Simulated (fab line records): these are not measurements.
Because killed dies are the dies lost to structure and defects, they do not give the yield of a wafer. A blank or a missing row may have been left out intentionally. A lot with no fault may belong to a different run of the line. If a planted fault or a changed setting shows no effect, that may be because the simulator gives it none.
Which of the tools did it? ; flow rit cmos ; 15 lots with 45 wafers sampled at 2 steps, on a route of 202 steps

== WHAT EACH GAUGE READ, for each wafer ==
No reading from a measuring or inspecting step in the record can be judged against a usual standard deviation.

== WHICH TOOL RAN EACH LOT (tool, then ch and the chambers of the sampled wafers, then the start) ==
lot;RIT_CONTACT_ETCH_11;RIT_M1_PROBE_99
L638;rie diel-02 ch 0,2,3, day 3 05:34;-
L639;rie diel-04 ch 0,1,2, day 3 08:59;-
L640;rie diel-04 ch 0,2,3, day 3 22:01;-
L642;rie diel-04 ch 1,2,3, day 4 11:10;-
L644;rie diel-02 ch 0,1,3, day 4 16:19;-
L645;rie diel-02 ch 0,2,3, day 4 23:20;-
L646;rie diel-04 ch 0,2, day 5 02:26;-
L648;rie diel-02 ch 1,2,3, day 5 17:39;-
L649;rie diel-03 ch 1,3, day 5 19:09;-
L651;rie diel-03 ch 1,2,3, day 6 08:50;-
L652;rie diel-04 ch 0,3, day 6 12:38;-
L653;rie diel-03 ch 0,1,2, day 6 15:42;prober-02, day 6 20:46
L654;rie diel-03 ch 0,1,3, day 6 23:37;prober-02, day 7 06:24
L657;rie diel-03 ch 0,1,3, day 7 07:52;prober-02, day 7 12:53
L660;rie diel-02 ch 0,1,2, day 19 12:51;-
- RIT_CONTACT_ETCH_11: etches SiO2 in CHF3/CF4/Ar, stops on TiSi2, target depth 480 nm, time 320 s.
- RIT_M1_PROBE_99

== AS READ BY THE TOOLS THEMSELVES (means over the sampled wafers that have a number; for cases with no such wafer, the mark the record gives instead) ==
RIT_CONTACT_ETCH_11. Usual: drypump motor current A 5.8 A, standard deviation 0.62; oes product au 0.993 a.u., standard deviation 0.016; rf fwd power W 199.6 W, standard deviation 0.55; throttle valve pct 8.89 %, standard deviation 0.15.
lot;tool;drypump motor current A (A);oes product au (a.u.);rf fwd power W (W);throttle valve pct (%);flag
L638;rie diel-02;5.4;0.980;200.0;8.97;
L639;rie diel-04;5.5;1.002;199.5;8.84;
L640;rie diel-04;6.0;0.992;199.8;8.92;
L642;rie diel-04;5.5;0.990;199.4;8.88;
L644;rie diel-02;5.8;0.989;199.5;8.94;
L645;rie diel-02;5.4;0.981;200.2;8.97;
L646;rie diel-04;6.1;1.004;199.0;8.88;
L648;rie diel-02;5.7;0.983;199.7;9.05;
L649;rie diel-03;6.0;0.998;199.7;8.86;
L651;rie diel-03;5.7;0.992;199.9;8.88;
L652;rie diel-04;6.5;0.998;199.2;8.80;
L653;rie diel-03;6.0;1.001;200.0;8.80;
L654;rie diel-03;6.2;0.994;200.1;8.84;
L657;rie diel-03;6.2;0.993;199.3;8.84;
L660;rie diel-02;5.8;0.981;199.3;9.02;

RIT_M1_PROBE_99. Usual: killed at contacts 0.1, standard deviation 0.27; killed at front end 6, standard deviation 3; killed dies 7, standard deviation 3; killed on rim 1.7, standard deviation 1.4; killed open 3.1, standard deviation 2; killed short 3.4, standard deviation 2.
lot;tool;killed at contacts;killed at front end;killed dies;killed on rim;killed open;killed short;flag
L653;prober-02;84.0;9;93;25.0;5.0;3.7;OFF
L654;prober-02;86.7;4;91;24.0;2.3;2.0;OFF
L657;prober-02;85.3;6;91;23.3;3.3;2.3;OFF

== THE ANSWER, worked out from the rows above alone ==
Rule: a lot counts as off when the mean over its wafers that have a number is more than 3 standard deviations away from the usual mean. A lot without any number at a reading at which 4 lots or more have one is off too. Where the step has rows for the other lots, those lots are counted as sound. After the gauges, taken in route order, come the tools' own readings; for these a lot's mean is taken, as printed above. At the first step where some lot is off, the reading lying furthest off is the one used; lots without a number count as furthest.
Off at RIT_M1_PROBE_99 (killed at contacts): L653, L654, L657. Neither off nor sound, because the step has no rows for them: L638, L639, L640, L642, L644, L645, L646, L648, L649, L651, L652, L660.
If a tool, at that step or one of the process steps before it, ran each lot that is off and ran no sound lot following the first of them, it fits. Can't be told from this: 2 tools fit, rie diel-03 at RIT_CONTACT_ETCH_11, prober-02 at RIT_M1_PROBE_99.

== WHAT WAS PUT IN BY THE SIMULATOR ==
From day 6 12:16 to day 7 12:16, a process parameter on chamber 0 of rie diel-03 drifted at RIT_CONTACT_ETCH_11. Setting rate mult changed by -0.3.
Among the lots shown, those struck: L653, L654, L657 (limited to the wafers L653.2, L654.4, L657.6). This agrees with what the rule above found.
